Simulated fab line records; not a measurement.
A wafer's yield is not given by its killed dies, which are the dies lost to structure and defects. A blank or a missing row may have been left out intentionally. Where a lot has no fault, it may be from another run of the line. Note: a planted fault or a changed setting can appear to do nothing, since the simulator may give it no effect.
Which tool was responsible? | flow rit-cmos | Sampling: 7 lots, 21 wafers, 2 of 202 route steps

WHAT THE GAUGES SHOWED, per wafer
RIT_NSD_TW_MEAS_10.
lot  | measured    | on            | NSD_TW
L757 | day 3 11:35 | film-metro-02 | 3135 3129 3127
L760 | day 4 01:03 | film-metro-02 | 3148 3116 3135
L762 | day 4 12:33 | film-metro-02 | 3145 3139 3136
L766 | day 5 06:05 | film-metro-03 | 3221 3217 3194
L769 | day 6 06:37 | film-metro-01 | 3158 3138 3153
L775 | day 8 01:49 | film-metro-03 | 3184 3199 3174
L778 | day 8 16:30 | film-metro-01 | 2967 2966 2938 2969 2946 2957

WHAT TOOL EACH LOT RAN ON (gives the tool, then ch and the chambers of the sampled wafers, and finally the start)
lot  | RIT_NSD_IMPLANT_08
L757 | implanter-04 ch 0, day 3 11:17
L760 | implanter-04 ch 0, day 4 00:43
L762 | implanter-04 ch 0, day 4 12:15
L766 | implanter-02 ch 0, day 5 05:47
L769 | implanter-04 ch 0, day 6 06:18
L775 | implanter-01 ch 0, day 8 01:31
L778 | implanter-02 ch 0, day 8 16:10
- RIT_NSD_IMPLANT_08

THE ANSWER, worked out from the rows above alone
Rule: the usual values come from the lots themselves. The widest of any qualifying gaps counts: lots, ordered by their means at a reading, are off when they make up no more than a third of the lots, leave a main group of 4 or more, and stand apart from it by 3 or more times the standard deviation of that group's means. The tables above print the reading to a certain number of digits; a main group whose means all agree to those digits is not used. Also off: a lot with no number at a reading for which 4 or more lots have one. Any other lot the step has rows for is counted as sound.
Off: L778, at RIT_NSD_TW_MEAS_10 (NSD_TW). Mean 3158 and standard deviation 30 in the main group.
A tool fits if, at a process step before that reading, it ran every lot that is off, and no sound lot after the first of them. Those tools and the gauges at RIT_NSD_TW_MEAS_10 are tried in the same way. 2 tools fit, implanter-02 at RIT_NSD_IMPLANT_08 and film-metro-01 at RIT_NSD_TW_MEAS_10, so this cannot tell which one it is.

WHAT THE SIMULATOR PUT IN
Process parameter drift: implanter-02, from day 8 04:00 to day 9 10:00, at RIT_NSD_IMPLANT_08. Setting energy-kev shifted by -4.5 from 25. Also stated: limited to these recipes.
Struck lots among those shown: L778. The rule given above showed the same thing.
